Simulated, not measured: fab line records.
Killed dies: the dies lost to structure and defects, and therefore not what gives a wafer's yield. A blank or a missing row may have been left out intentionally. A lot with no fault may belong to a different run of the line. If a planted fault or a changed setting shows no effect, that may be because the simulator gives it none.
Struck lot and sound lot, side by side + flow berkeley cmos170 + 17 steps out of a route of 331
Sound: the wafers L127.1, L127.4, L127.6. Wafers L115.3, L115.4, L115.5 were the ones struck. The cause is named last.
Per side, at each step with rows, come the tool, then ch with its chambers, and then its first start. Under that, the readings that differ: sound wafers + struck wafers + difference of the means + sigmas: that difference in standard deviations of wafers without a fault.
alike: same words and numbers on both sides, and readings whose means sit less than 2 such deviations apart. not compared: any withheld reading, any reading some wafer has no value for, any bound like >300 that may hide the same value, and any number with overlapping values for which the record gives no deviation.
Wherever a step has rows on one side only, a row that says differs or no value, or a row with sigmas, the two part there. Numbers that don't overlap but have no deviation are shown without sigmas and don't part them. Lack of a reading on every wafer of one side parts them only where that side has two or more wafers.

first, 2 steps without rows for these wafers: UCB170_M3_COAT_05 (resist thk 900 nm); UCB170_M3_SOFTBAKE_06 (time 60 s).
UCB170_M3_STRIP_07: strips in O2.
  sound on plasma asher-01 ch 0,1, day 11 05:55; struck on plasma asher-01 ch 0,1, day 9 12:02
  alike: drypump motor current A, oes product au, strip time to endpoint s
  not compared: rf hours counter h
then, 7 steps without rows for these wafers: UCB170_M3_STRIP_08 (strips KrF in DMSO, time 600 s); UCB170_M3_COAT_09; UCB170_M3_COAT_10 (resist thk 900 nm); UCB170_M3_SOFTBAKE_11 (time 60 s); UCB170_M3_EXPOSE_12 (exposes mask METAL3, target cd 700 nm); UCB170_M3_PEB_13; UCB170_M3_DEVELOP_14 (develop time 45 s).
UCB170_M3_CD_MEAS_15: the cd target is 700 nm.
  sound: cd sem-02 at day 11 07:26; struck: cd sem-01 at day 9 14:50
  alike: cd nm
UCB170_M3_OVL_MEAS_16:
  sound: overlay-02 at day 11 07:34; struck: overlay-02 at day 9 14:56
  alike: M3_OVL
UCB170_M3_ETCH_17: etches BARC in N2/H2.
  sound on rie diel-01 ch 0,2, day 11 07:36; struck on rie diel-04 ch 1,2, day 9 14:57
  no value came back on the struck wafers for any of 5 readings (bias w (W), chamber pressure mTorr (mTorr) and others); on the sound wafers bias w (W) reads 100.0 100.3 100.0
UCB170_M3_METAL_ETCH_18: etches Al in Cl2/BCl3, stops on SiO2, target depth 1170 nm, time 195 s.
  sound on rie metal-02 ch 0,1, day 11 07:38; struck on rie metal-02 ch 0,1, day 9 15:03
| reading                | sound             | struck            | difference | sigmas |
|------------------------|-------------------|-------------------|------------|--------|
| oes product au (a.u.)  | 0.858 0.849 0.847 | 0.374 0.371 0.370 | -0.480     | -30    |
| throttle valve pct (%) | 24.72 24.60 24.61 | 24.94 24.86 24.94 | +0.27      | +2     |
  alike: bcl3 flow sccm, bias w, drypump motor current A, he backside leak sccm
  not compared: rf hours counter h
UCB170_M3_STRIP_19: strips in O2.
  sound on plasma asher-01 ch 0,1, day 11 07:53; struck on plasma asher-04 ch 0,1, day 9 15:13
  alike: drypump motor current A, oes product au
  not compared: rf hours counter h
UCB170_M3_CD_MEAS_90: the cd target is 700 nm.
  sound: cd sem-01 at day 11 07:59; struck: cd sem-01 at day 9 15:19
| reading    | sound       | struck | difference                    | sigmas |
|------------|-------------|--------|-------------------------------|--------|
| cd nm (nm) | 697 701 699 | - - -  | no value on the struck wafers |        |
UCB170_M3_BOW_MEAS_20:
  sound: film metro-04 at day 11 08:07; struck: film metro-02 at day 9 15:26
  alike: M3_BOW

== WHERE THEY PART ==
At UCB170_M3_ETCH_17 first; at UCB170_M3_CD_MEAS_90 last (within this record only). Later steps at which nothing parts them and some readings are alike: UCB170_M3_BOW_MEAS_20.

WHY: the cause the simulator had injected
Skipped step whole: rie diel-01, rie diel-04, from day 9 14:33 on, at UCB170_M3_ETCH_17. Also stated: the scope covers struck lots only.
